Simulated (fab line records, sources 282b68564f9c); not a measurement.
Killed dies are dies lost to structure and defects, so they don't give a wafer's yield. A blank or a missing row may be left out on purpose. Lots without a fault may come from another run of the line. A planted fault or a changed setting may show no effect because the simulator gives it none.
Problem report in the 8D (eight disciplines) form, filled by code | flow rit_cmos | the parts of the form that need people (team, actions taken, sign-off) are left out

1. THE PROBLEM
CONTACT_OVL at RIT_CONTACT_OVL_MEAS_09 reads a mean of -149.7 nm on 9 wafers of 3 lots; wafers without a fault read -0.6 nm with a standard deviation of 1.5. That is -99 or more standard deviations from the usual mean.
First seen on wafer L236.1, day 6 07:15, on overlay-01. The record holds 45 wafers of 15 lots with a number at this step. Rule for "out", or "out of limits": more than 4 standard deviations from the usual mean. The other wafers with a number count as sound.

2. WHAT IT IS AND WHAT IT IS NOT
question                    | is                     | is not
which readings at this step | CONTACT_OVL            | -
which lots                  | L236, L240, L241       | L223, L224, L225, L226, L227, L229, L230, L231, L232, L234, L242, L243
which wafers of those lots  | all that have a number | -
read on which gauges        | overlay-01, overlay-02 | -
when                        | from day 6 07:15       | up to then (30 sound wafers); but 6 sound wafers of L242, L243 came after

3. SUSPECTS, AND WHAT RULES EACH OUT
Counting: a tool at a process step up to the reading stays a suspect if it ran every lot that is out and no sound lot after the first of them.
- the gauge at RIT_CONTACT_OVL_MEAS_09: ruled out. The wafers that are out were read on 2 gauges (overlay-01, overlay-02).
- plasma_asher-04 at RIT_GATE_STRIP_20 (strips in O2, time 180 s): kept. It ran every lot that is out, first L236 (day 5 15:42), and no sound lot after that; its last sound lot up to then is L227 (day 3 15:18).
- iline_stepper-02 at RIT_CONTACT_EXPOSE_05 (exposes mask M11, target cd 1000 nm): kept. It ran every lot that is out, first L236 (day 6 06:37), and no sound lot after that; its last sound lot up to then is L229 (day 4 20:15).
Left after counting: plasma_asher-04 at RIT_GATE_STRIP_20, iline_stepper-02 at RIT_CONTACT_EXPOSE_05.

4. THE CAUSE (what the simulator had put in)
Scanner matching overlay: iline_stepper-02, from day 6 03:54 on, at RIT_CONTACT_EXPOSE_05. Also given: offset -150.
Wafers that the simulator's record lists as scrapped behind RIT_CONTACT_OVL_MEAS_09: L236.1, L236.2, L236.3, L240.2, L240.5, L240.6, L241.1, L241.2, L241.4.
Counting left 2 suspects, and this tool is among them.

5. THE CHAIN OF EFFECTS, in route order
Each row: a reading whose mean over the struck wafers that have a number lies more than 3 standard deviations from the usual. Only readings for which the record gives a usual standard deviation are gone through. hours: the time from each lot's start at the first step in this table that gives one to its start at this step, as a median over the lots. sigmas: the change in usual standard deviations.
hours | step                    | reading     | usual   | on struck wafers | change | sigmas
0     | RIT_CONTACT_OVL_MEAS_09 | CONTACT_OVL | -0.6 nm | -149.7           | -149.1 | -99 or more

6. WHAT WOULD HAVE CAUGHT IT SOONER
In this record the first reading out of limits at a measuring or inspecting step was taken at day 6 07:15, 3 hours after the fault began at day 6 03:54.
Of the lots that are out (3), L240, L241 began RIT_CONTACT_EXPOSE_05 on iline_stepper-02 after day 6 07:15. A hold on the tool at that time would have spared those 2.
